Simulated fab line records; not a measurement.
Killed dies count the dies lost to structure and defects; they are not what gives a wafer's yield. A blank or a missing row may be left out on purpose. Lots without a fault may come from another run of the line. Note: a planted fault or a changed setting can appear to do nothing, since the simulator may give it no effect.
fab line records    flow berkeley_cmos170    part 1 of 2: steps 1 to 25 of 34
record lots=5  wafers=15  last_day=12
route steps=331 shown BACKSIDE@203 SDANNEAL@204 PSD@206 NSD@207 PLDD@208 NLDD@209 SILICIDE@210 CONTACT@216
lots that met no fault: taken from a fault-free run of the same line
start_h: hours from the record's opening day to when the first of the lot's shown wafers began    wait_h: hours from the lot's prior step to this one    " repeats the value in the row above    L1.1+2: one row covering several wafers at once    - value missing, or start not given    * or withheld: withheld    < > ~ a bound
route shown NAME@n: NAME is a module with steps in the file, n the number in the route of the first one    usual: mean and standard deviation over wafers with no fault    same: alike in all rows    chamber/n: place in a boat    sites: the reading at each site    _std_site: how widely they spread, as a standard deviation    _edge_site: the outer-site mean with the inner-site mean subtracted    radius_mm: how far each site lies from the wafer's centre    mask NAME#n: copy n    behind: the most recent tool/chamber to have shaped the wafer    hold: why the lot went on hold/how many hours it stayed there/how the hold came to an end    device: transistor that didn't switch, given as n, p or np    end of line: the same wafers' tests at the end of the route    step lacking rows: just its recipe    killed: not the wafer's yield, but the dies lost to structure and defects at the first sort    map: a wafer's dies, marking killed ones x, the rest . and places with no die _
set.NAME: setting as actually run; set.NAME@STEP: the setting as run at that earlier step    model.NAME: the simulator's own value behind a step, which no gauge read
a table for each step, a row for each wafer; lots at some steps of the route
services: from which hour (start_h, from the record's first day; less than 0 if before it) a tool's chamber was out of use, for how many hours, and why
## steps
# step UCB170_BACKSIDE_CLEAN_04
# recipe chemistry=SPM  temp_c=120  time_s=600
# usual bath_guard_temp_C=119.8/0.49
lot.wafer  tool          chamber  start_h  wait_h  bath_guard_temp_C
L080.2     wet_bench-04  1        165.68   0.1     120.6
L080.3     "             1        "        "       120.4
L080.6     "             1        "        "       120.7
L090.1     wet_bench-04  3        223.18   0.1     119.6
L090.2     "             3        "        "       119.4
L090.4     "             3        "        "       119.4
L093.4     wet_bench-04  0        244.79   0.0     119.8
L093.5     "             0        "        "       120.2
L093.6     "             0        "        "       120.2
L096.1     wet_bench-04  3        250.99   0.1     119.3
L096.2     "             3        "        "       119.2
L096.6     "             3        "        "       119.4
L097.1     wet_bench-04  3        259.00   0.1     119.5
L097.3     "             3        "        "       119.2
L097.5     "             3        "        "       119.9
# step UCB170_SDANNEAL_RTA_00
# recipe temp_c=900  time_s=10  ambient=N2
# usual lamp_power_pct=24.0/0.58  wafer_temp_C_max=903.3/1.1
lot.wafer  tool           chamber  start_h  wait_h  lamp_power_pct  wafer_temp_C_max
L080.2     rtp_anneal-02  0        165.88   0.0     23.4            905.5
L080.3     "              0        "        "       23.4            905.1
L080.6     "              0        "        "       23.4            903.2
L090.1     rtp_anneal-01  0        223.53   0.0     24.6            902.9
L090.2     "              0        "        "       24.5            902.6
L090.4     "              0        "        "       24.5            901.8
L093.4     rtp_anneal-01  0        245.01   0.0     24.5            902.1
L093.5     "              0        "        "       24.6            902.4
L093.6     "              0        "        "       24.5            902.7
L096.1     rtp_anneal-02  0        251.18   0.0     23.4            905.6
L096.2     "              0        "        "       23.4            903.4
L096.6     "              0        "        "       23.4            903.9
L097.1     rtp_anneal-01  0        259.19   0.0     24.6            902.7
L097.3     "              0        "        "       24.6            901.6
L097.5     "              0        "        "       24.6            902.5
# step UCB170_SDANNEAL_RTA_01
# recipe temp_c=1050  time_s=5  ambient=N2
# usual lamp_power_pct=37.1/0.9  wafer_temp_C_max=1053.8/1.3
lot.wafer  tool           chamber  start_h  wait_h  lamp_power_pct  wafer_temp_C_max
L080.2     rtp_anneal-02  0        166.01   0.1     36.1            1055.8
L080.3     "              0        "        "       36.1            1054.8
L080.6     "              0        "        "       36.1            1053.8
L090.1     rtp_anneal-01  0        223.59   0.1     38.0            1052.9
L090.2     "              0        "        "       37.9            1053.5
L090.4     "              0        "        "       38.0            1053.4
L093.4     rtp_anneal-01  0        245.07   0.1     37.9            1053.0
L093.5     "              0        "        "       37.9            1053.2
L093.6     "              0        "        "       37.9            1054.1
L096.1     rtp_anneal-02  0        251.25   0.1     36.1            1054.3
L096.2     "              0        "        "       36.2            1054.5
L096.6     "              0        "        "       36.1            1054.3
L097.1     rtp_anneal-01  0        259.26   0.1     37.9            1053.5
L097.3     "              0        "        "       37.9            1052.5
L097.5     "              0        "        "       38.0            1053.4
# step UCB170_SDANNEAL_RS_MEAS_02
# recipe thk_meas_gauge=four-point-probe
# usual PSD_RS=75.53/0.26
lot.wafer  tool           chamber  start_h  wait_h  PSD_RS[ohm/sq]
L080.2     film_metro-04  -        166.13   0.1     75.26
L080.3     "              -        "        "       75.36
L080.6     "              -        "        "       75.33
L090.1     film_metro-01  -        223.65   0.0     75.55
L090.2     "              -        "        "       75.43
L090.4     "              -        "        "       75.64
L093.4     film_metro-01  -        245.16   0.1     75.79
L093.5     "              -        "        "       75.25
L093.6     "              -        "        "       75.40
L096.1     film_metro-01  -        251.59   0.3     75.46
L096.2     "              -        "        "       75.28
L096.6     "              -        "        "       75.27
L097.1     film_metro-01  -        259.31   0.0     76.10
L097.3     "              -        "        "       75.52
L097.5     "              -        "        "       75.45
# step UCB170_SDANNEAL_RS_MEAS_03
# recipe thk_meas_gauge=four-point-probe
# usual NSD_RS=37.42/0.091
lot.wafer  tool           chamber  start_h  wait_h  NSD_RS[ohm/sq]
L080.2     film_metro-04  -        166.25   0.1     37.50
L080.3     "              -        "        "       37.50
L080.6     "              -        "        "       37.49
L090.1     film_metro-01  -        223.77   0.1     37.33
L090.2     "              -        "        "       37.42
L090.4     "              -        "        "       37.49
L093.4     film_metro-01  -        245.28   0.1     37.31
L093.5     "              -        "        "       37.33
L093.6     "              -        "        "       37.31
L096.1     film_metro-01  -        251.71   0.1     37.36
L096.2     "              -        "        "       37.41
L096.6     "              -        "        "       37.51
L097.1     film_metro-01  -        259.43   0.1     37.37
L097.3     "              -        "        "       37.44
L097.5     "              -        "        "       37.45
# step UCB170_SDANNEAL_RS_MEAS_04
# recipe thk_meas_gauge=four-point-probe
# usual PLDD_RS=1031.7/2.5
lot.wafer  tool           chamber  start_h  wait_h  PLDD_RS[ohm/sq]
L080.2     film_metro-04  -        166.37   0.1     1034.4
L080.3     "              -        "        "       1032.9
L080.6     "              -        "        "       1031.6
L090.1     film_metro-01  -        223.89   0.1     1029.7
L090.2     "              -        "        "       1030.3
L090.4     "              -        "        "       1029.8
L093.4     film_metro-01  -        245.40   0.1     1033.0
L093.5     "              -        "        "       1029.7
L093.6     "              -        "        "       1034.6
L096.1     film_metro-01  -        251.83   0.1     1034.9
L096.2     "              -        "        "       1038.1
L096.6     "              -        "        "       1032.9
L097.1     film_metro-01  -        259.55   0.1     1027.6
L097.3     "              -        "        "       1031.8
L097.5     "              -        "        "       1032.8
# step UCB170_SDANNEAL_RS_MEAS_05
# recipe thk_meas_gauge=four-point-probe
# usual NLDD_RS=616.0/1.4
lot.wafer  tool           chamber  start_h  wait_h  NLDD_RS[ohm/sq]
L080.2     film_metro-04  -        166.49   0.1     617.3
L080.3     "              -        "        "       617.7
L080.6     "              -        "        "       616.4
L090.1     film_metro-01  -        224.01   0.1     614.6
L090.2     "              -        "        "       612.7
L090.4     "              -        "        "       614.7
L093.4     film_metro-01  -        245.52   0.1     615.0
L093.5     "              -        "        "       614.8
L093.6     "              -        "        "       613.8
L096.1     film_metro-01  -        251.95   0.1     617.1
L096.2     "              -        "        "       617.9
L096.6     "              -        "        "       616.2
L097.1     film_metro-01  -        259.67   0.1     615.9
L097.3     "              -        "        "       616.4
L097.5     "              -        "        "       615.9
# step UCB170_SILICIDE_PRE_CLEAN_00
# recipe gas=Ar  preclean_etch_time_s=60
lot.wafer   tool            chamber  start_h  wait_h
L080.2+3+6  pvd_sputter-04  -        166.59   0.1
L090.1+2+4  pvd_sputter-04  -        224.13   0.1
L093.4+5+6  pvd_sputter-04  -        245.58   0.0
L096.1+2+6  pvd_sputter-02  -        252.07   0.1
L097.1+3+5  pvd_sputter-02  -        259.79   0.1
# step UCB170_SILICIDE_SPUTTER_01
# recipe material=Ti  target_thk_nm=30  time_s=25  power_w=1500  chamber_pressure_pa=0.5
# usual throttle_valve_pct=30.4/0.99
lot.wafer  tool            chamber  start_h  wait_h  throttle_valve_pct
L080.2     pvd_sputter-04  -        166.66   0.0     30.1
L080.3     "               -        "        "       29.7
L080.6     "               -        "        "       31.3
L090.1     pvd_sputter-04  -        224.20   0.0     29.8
L090.2     "               -        "        "       29.5
L090.4     "               -        "        "       31.6
L093.4     pvd_sputter-04  -        245.65   0.0     29.8
L093.5     "               -        "        "       31.4
L093.6     "               -        "        "       31.1
L096.1     pvd_sputter-02  -        252.14   0.0     29.7
L096.2     "               -        "        "       28.0
L096.6     "               -        "        "       28.0
L097.1     pvd_sputter-02  -        259.86   0.0     30.2
L097.3     "               -        "        "       30.3
L097.5     "               -        "        "       28.0
# step UCB170_SILICIDE_RS_MEAS_02
# recipe thk_meas_gauge=four-point-probe  reads=Ti_of_SILICIDE_SPUTTER_01
# usual SILICIDE_TI_RS=26.2/0.4
lot.wafer  tool           chamber  start_h  wait_h  SILICIDE_TI_RS[ohm/sq]
L080.2     film_metro-02  -        166.71   0.0     25.9
L080.3     "              -        "        "       26.3
L080.6     "              -        "        "       26.1
L090.1     film_metro-03  -        224.23   0.0     25.9
L090.2     "              -        "        "       26.1
L090.4     "              -        "        "       25.7
L093.4     film_metro-03  -        245.74   0.1     25.8
L093.5     "              -        "        "       25.6
L093.6     "              -        "        "       26.1
L096.1     film_metro-03  -        252.17   0.0     26.2
L096.2     "              -        "        "       26.0
L096.6     "              -        "        "       26.2
L097.1     film_metro-02  -        259.89   0.0     25.7
L097.3     "              -        "        "       25.6
L097.5     "              -        "        "       25.6
# step UCB170_SILICIDE_THK_MEAS_03
# recipe thk_meas_gauge=xrf  reads=Ti_of_SILICIDE_SPUTTER_01
# usual SILICIDE_TI_THK=29.9/0.44
lot.wafer  tool           chamber  start_h  wait_h  SILICIDE_TI_THK[nm]
L080.2     film_metro-02  -        166.82   0.1     30.4
L080.3     "              -        "        "       30.0
L080.6     "              -        "        "       30.4
L090.1     film_metro-03  -        224.35   0.1     30.3
L090.2     "              -        "        "       30.1
L090.4     "              -        "        "       30.3
L093.4     film_metro-03  -        245.83   0.1     30.0
L093.5     "              -        "        "       30.4
L093.6     "              -        "        "       29.9
L096.1     film_metro-03  -        252.29   0.1     29.8
L096.2     "              -        "        "       29.9
L096.6     "              -        "        "       29.7
L097.1     film_metro-02  -        260.01   0.1     30.6
L097.3     "              -        "        "       30.9
L097.5     "              -        "        "       30.8
# step UCB170_SILICIDE_RTA_04
# recipe temp_c=650  time_s=15  ambient=N2
# usual lamp_power_pct=10.25/0.25  wafer_temp_C_max=652.4/0.85
lot.wafer  tool           chamber  start_h  wait_h  lamp_power_pct  wafer_temp_C_max
L080.2     rtp_anneal-02  0        166.89   0.1     10.02           652.6
L080.3     "              0        "        "       10.02           652.9
L080.6     "              0        "        "       10.04           655.2
L090.1     rtp_anneal-02  0        224.41   0.1     10.05           652.8
L090.2     "              0        "        "       10.02           653.5
L090.4     "              0        "        "       10.02           652.5
L093.4     rtp_anneal-02  0        245.90   0.1     10.01           654.1
L093.5     "              0        "        "       10.02           652.5
L093.6     "              0        "        "       10.04           653.0
L096.1     rtp_anneal-01  0        252.35   0.1     10.52           651.9
L096.2     "              0        "        "       10.53           652.4
L096.6     "              0        "        "       10.53           652.2
L097.1     rtp_anneal-02  0        260.07   0.1     10.04           652.7
L097.3     "              0        "        "       10.03           652.5
L097.5     "              0        "        "       10.02           653.3
# step UCB170_SILICIDE_WET_ETCH_05
# recipe chemistry=SPM  time_s=45  temp_c=120  target=Ti
# usual bath_guard_temp_C=119.8/0.61
lot.wafer  tool          chamber  start_h  wait_h  bath_guard_temp_C
L080.2     wet_bench-04  1        167.02   0.1     120.5
L080.3     "             1        "        "       120.8
L080.6     "             1        "        "       120.7
L090.1     wet_bench-02  0        224.48   0.1     119.4
L090.2     "             0        "        "       119.1
L090.4     "             0        "        "       119.7
L093.4     wet_bench-02  1        245.97   0.1     119.0
L093.5     "             1        "        "       118.9
L093.6     "             1        "        "       119.3
L096.1     wet_bench-02  1        252.42   0.1     119.3
L096.2     "             1        "        "       119.2
L096.6     "             1        "        "       119.0
L097.1     wet_bench-04  2        260.15   0.1     119.4
L097.3     "             2        "        "       119.2
L097.5     "             2        "        "       119.4
# step UCB170_CONTACT_CLEAN_00
# recipe chemistry=SPM  temp_c=120  time_s=600
# usual bath_guard_temp_C=119.8/0.65
lot.wafer  tool          chamber  start_h  wait_h  bath_guard_temp_C
L080.2     wet_bench-04  0        167.04   0.0     120.4
L080.3     "             0        "        "       120.1
L080.6     "             0        "        "       120.1
L090.1     wet_bench-01  2        224.50   0.0     119.4
L090.2     "             2        "        "       119.3
L090.4     "             2        "        "       120.1
L093.4     wet_bench-02  0        245.99   0.0     119.5
L093.5     "             0        "        "       118.9
L093.6     "             0        "        "       118.9
L096.1     wet_bench-02  0        252.45   0.0     119.1
L096.2     "             0        "        "       118.8
L096.6     "             0        "        "       119.0
L097.1     wet_bench-04  3        260.17   0.0     119.1
L097.3     "             3        "        "       119.7
L097.5     "             3        "        "       119.8
# step UCB170_CONTACT_CVD_01
# recipe material=PSG  target_thk_nm=700  temp_c=450  precursor=SiH4/O2/PH3  time_s=2820  pressure_mtorr=300  sih4_flow_sccm=60  o2_flow_sccm=90  ph3_flow_sccm=25
# usual susceptor_temp_C=449.98/0.21
lot.wafer  tool      chamber  start_h  wait_h  susceptor_temp_C
L080.2     lpcvd-01  1        167.21   0.0     450.01
L080.3     "         1        "        "       450.11
L080.6     "         1        "        "       449.89
L090.1     lpcvd-01  0        228.04   3.4     449.88
L090.2     "         0        "        "       450.00
L090.4     "         0        "        "       450.08
L093.4     lpcvd-01  0        246.16   0.0     450.00
L093.5     "         0        "        "       450.22
L093.6     "         0        "        "       450.04
L096.1     lpcvd-02  1        252.78   0.2     450.03
L096.2     "         1        "        "       450.17
L096.6     "         1        "        "       450.17
L097.1     lpcvd-02  1        260.34   0.0     450.13
L097.3     "         1        "        "       449.72
L097.5     "         1        "        "       449.82
# step UCB170_CONTACT_THK_MEAS_02
# recipe reads=PSG_of_CONTACT_CVD_01
# usual CONTACT_PSG_THK=699/6.5
lot.wafer  tool           chamber  start_h  wait_h  CONTACT_PSG_THK[nm]
L080.2     film_metro-04  -        169.01   0.0     696
L080.3     "              -        "        "       696
L080.6     "              -        "        "       690
L090.1     film_metro-01  -        229.82   0.0     699
L090.2     "              -        "        "       691
L090.4     "              -        "        "       694
L093.4     film_metro-01  -        247.98   0.0     702
L093.5     "              -        "        "       702
L093.6     "              -        "        "       710
L096.1     film_metro-01  -        254.60   0.0     700
L096.2     "              -        "        "       695
L096.6     "              -        "        "       697
L097.1     film_metro-03  -        262.13   0.0     712
L097.3     "              -        "        "       709
L097.5     "              -        "        "       709
# step UCB170_CONTACT_HMDS_03
# recipe prime_time_s=60  prime_temp_c=100
# same prime_time_s=60
lot.wafer   tool            chamber  start_h  wait_h
L080.2+3+6  litho_track-03  0        169.27   0.2
L090.1+2+4  litho_track-02  0        229.88   0.1
L093.4+5+6  litho_track-04  0        248.08   0.1
L096.1+2+6  litho_track-04  0        254.66   0.1
L097.1+3+5  litho_track-04  0        262.45   0.3
# step UCB170_CONTACT_COAT_04
# recipe resist=KrF  spin_rpm=1500  resist_thk_nm=900
# usual spin_speed_rpm=1500.2/1.2
lot.wafer  tool            chamber  start_h  wait_h  spin_speed_rpm
L080.2     litho_track-03  0        169.42   0.1     1500.5
L080.3     "               0        "        "       1500.4
L080.6     "               0        "        "       1501.3
L090.1     litho_track-02  0        230.03   0.1     1500.3
L090.2     "               0        "        "       1497.4
L090.4     "               0        "        "       1499.5
L093.4     litho_track-04  0        248.23   0.1     1498.4
L093.5     "               0        "        "       1499.3
L093.6     "               0        "        "       1499.9
L096.1     litho_track-04  0        254.81   0.1     1499.1
L096.2     "               0        "        "       1502.3
L096.6     "               0        "        "       1497.1
L097.1     litho_track-04  0        262.60   0.1     1499.7
L097.3     "               0        "        "       1500.6
L097.5     "               0        "        "       1498.1
# step UCB170_CONTACT_SOFTBAKE_05
# recipe resist=KrF  temp_c=130  time_s=60
# usual plate_temp_C=130.00/0.14
lot.wafer  tool            chamber  start_h  wait_h  plate_temp_C
L080.2     litho_track-03  0        169.57   0.1     130.06
L080.3     "               0        "        "       130.16
L080.6     "               0        "        "       130.19
L090.1     litho_track-02  0        230.18   0.1     129.99
L090.2     "               0        "        "       130.06
L090.4     "               0        "        "       130.00
L093.4     litho_track-04  0        248.38   0.1     130.26
L093.5     "               0        "        "       130.06
L093.6     "               0        "        "       130.28
L096.1     litho_track-04  0        254.96   0.1     129.79
L096.2     "               0        "        "       129.60
L096.6     "               0        "        "       129.84
L097.1     litho_track-04  0        262.75   0.1     129.92
L097.3     "               0        "        "       130.10
L097.5     "               0        "        "       129.97
# step UCB170_CONTACT_STRIP_06
# recipe chemistry=O2  power_w=400  pressure_mtorr=3500  platen_temp_c=withheld  o2_flow_sccm=400  overash_fraction=0.5
# usual drypump_motor_current_A=5.7/0.43  oes_product_au=0.734/0.0043  strip_time_to_endpoint_s=21.95/0.064
lot.wafer  tool             chamber  start_h  wait_h  drypump_motor_current_A  oes_product_au  rf_hours_counter_h  strip_time_to_endpoint_s
L080.2     plasma_asher-03  1        169.69   0.1     6.0                      0.728           50                  22.01
L080.3     "                1        "        "       6.0                      0.743           -                   22.02
L080.6     "                0        "        "       5.6                      0.738           -                   21.87
L090.1     plasma_asher-03  0        230.33   0.1     5.6                      0.731           56                  21.95
L090.2     "                1        "        "       6.0                      0.735           56                  21.96
L090.4     "                0        "        "       5.6                      0.741           -                   21.91
L093.4     plasma_asher-04  1        248.49   0.1     6.4                      0.732           -                   21.97
L093.5     "                0        "        "       5.1                      0.736           -                   22.02
L093.6     "                1        "        "       6.3                      0.729           -                   22.04
L096.1     plasma_asher-04  1        255.11   0.1     6.3                      0.732           47                  21.89
L096.2     "                0        "        "       5.1                      0.729           47                  21.81
L096.6     "                1        "        "       6.3                      0.728           -                   21.91
L097.1     plasma_asher-01  0        262.90   0.1     5.6                      0.735           15                  21.97
L097.3     "                0        "        "       5.6                      0.737           -                   21.96
L097.5     "                0        "        "       5.6                      0.741           -                   22.00
# step UCB170_CONTACT_CLEAN_07
# recipe chemistry=SPM  temp_c=120  time_s=600
# usual bath_guard_temp_C=119.7/0.57
lot.wafer  tool          chamber  start_h  wait_h  bath_guard_temp_C
L080.2     wet_bench-04  2        169.79   0.1     119.1
L080.3     "             2        "        "       119.4
L080.6     "             2        "        "       119.2
L090.1     wet_bench-02  1        230.43   0.1     119.2
L090.2     "             1        "        "       119.4
L090.4     "             1        "        "       118.8
L093.4     wet_bench-04  2        249.94   1.4     119.5
L093.5     "             2        "        "       119.2
L093.6     "             2        "        "       119.4
L096.1     wet_bench-04  1        255.21   0.1     120.5
L096.2     "             1        "        "       120.6
L096.6     "             1        "        "       120.6
L097.1     wet_bench-02  0        263.00   0.1     119.5
L097.3     "             0        "        "       119.4
L097.5     "             0        "        "       119.3
# step UCB170_CONTACT_RTA_08
# recipe temp_c=900  time_s=10  ambient=N2
# usual lamp_power_pct=24.0/0.59  wafer_temp_C_max=903.4/1.2
lot.wafer  tool           chamber  start_h  wait_h  lamp_power_pct  wafer_temp_C_max
L080.2     rtp_anneal-02  0        169.98   0.0     23.4            903.9
L080.3     "              0        "        "       23.3            903.8
L080.6     "              0        "        "       23.4            903.2
L090.1     rtp_anneal-01  0        230.61   0.0     24.6            902.3
L090.2     "              0        "        "       24.6            902.3
L090.4     "              0        "        "       24.6            902.3
L093.4     rtp_anneal-01  0        250.16   0.0     24.6            901.9
L093.5     "              0        "        "       24.6            901.9
L093.6     "              0        "        "       24.6            902.3
L096.1     rtp_anneal-02  0        255.47   0.1     23.4            904.1
L096.2     "              0        "        "       23.4            903.9
L096.6     "              0        "        "       23.4            904.1
L097.1     rtp_anneal-01  0        263.17   0.0     24.5            901.9
L097.3     "              0        "        "       24.6            901.8
L097.5     "              0        "        "       24.6            902.4
# step UCB170_CONTACT_COAT_09
# recipe resist=BARC  temp_c=withheld  time_s=withheld  spin_rpm=3000  resist_thk_nm=withheld
# usual spin_speed_rpm=3000.2/2.5
lot.wafer  tool            chamber  start_h  wait_h  spin_speed_rpm
L080.2     litho_track-03  0        170.06   0.1     3000.2
L080.3     "               0        "        "       3002.5
L080.6     "               0        "        "       2999.6
L090.1     litho_track-04  0        230.67   0.1     2998.9
L090.2     "               0        "        "       3001.8
L090.4     "               0        "        "       2998.8
L093.4     litho_track-04  0        250.27   0.1     3000.0
L093.5     "               0        "        "       2999.8
L093.6     "               0        "        "       3003.5
L096.1     litho_track-02  0        255.66   0.2     3002.4
L096.2     "               0        "        "       2997.2
L096.6     "               0        "        "       2997.1
L097.1     litho_track-04  0        263.24   0.1     2995.5
L097.3     "               0        "        "       3000.2
L097.5     "               0        "        "       2997.9
# step UCB170_CONTACT_COAT_10
# recipe resist=KrF  spin_rpm=1500  resist_thk_nm=900
# usual spin_speed_rpm=1499.9/1.1
lot.wafer  tool            chamber  start_h  wait_h  spin_speed_rpm
L080.2     litho_track-03  0        -        -       1498.7
L080.3     "               0        "        "       1501.4
L080.6     "               0        "        "       1500.4
L090.1     litho_track-04  0        -        -       1499.1
L090.2     "               0        "        "       1499.9
L090.4     "               0        "        "       1499.7
L093.4     litho_track-04  0        -        -       1498.7
L093.5     "               0        "        "       1497.2
L093.6     "               0        "        "       1497.9
L096.1     litho_track-02  0        -        -       1501.9
L096.2     "               0        "        "       1500.2
L096.6     "               0        "        "       1500.0
L097.1     litho_track-04  0        -        -       1498.7
L097.3     "               0        "        "       1500.0
L097.5     "               0        "        "       1499.4
# step UCB170_CONTACT_SOFTBAKE_11
# recipe resist=KrF  temp_c=130  time_s=57.77
# usual plate_temp_C=130.04/0.13
lot.wafer  tool            chamber  start_h  wait_h  plate_temp_C
L080.2     litho_track-03  0        -        -       129.76
L080.3     "               0        "        "       130.10
L080.6     "               0        "        "       129.94
L090.1     litho_track-04  0        -        -       129.90
L090.2     "               0        "        "       130.19
L090.4     "               0        "        "       130.20
L093.4     litho_track-04  0        -        -       130.04
L093.5     "               0        "        "       130.04
L093.6     "               0        "        "       130.03
L096.1     litho_track-02  0        -        -       129.91
L096.2     "               0        "        "       130.11
L096.6     "               0        "        "       130.05
L097.1     litho_track-04  0        -        -       130.11
L097.3     "               0        "        "       130.05
L097.5     "               0        "        "       129.84
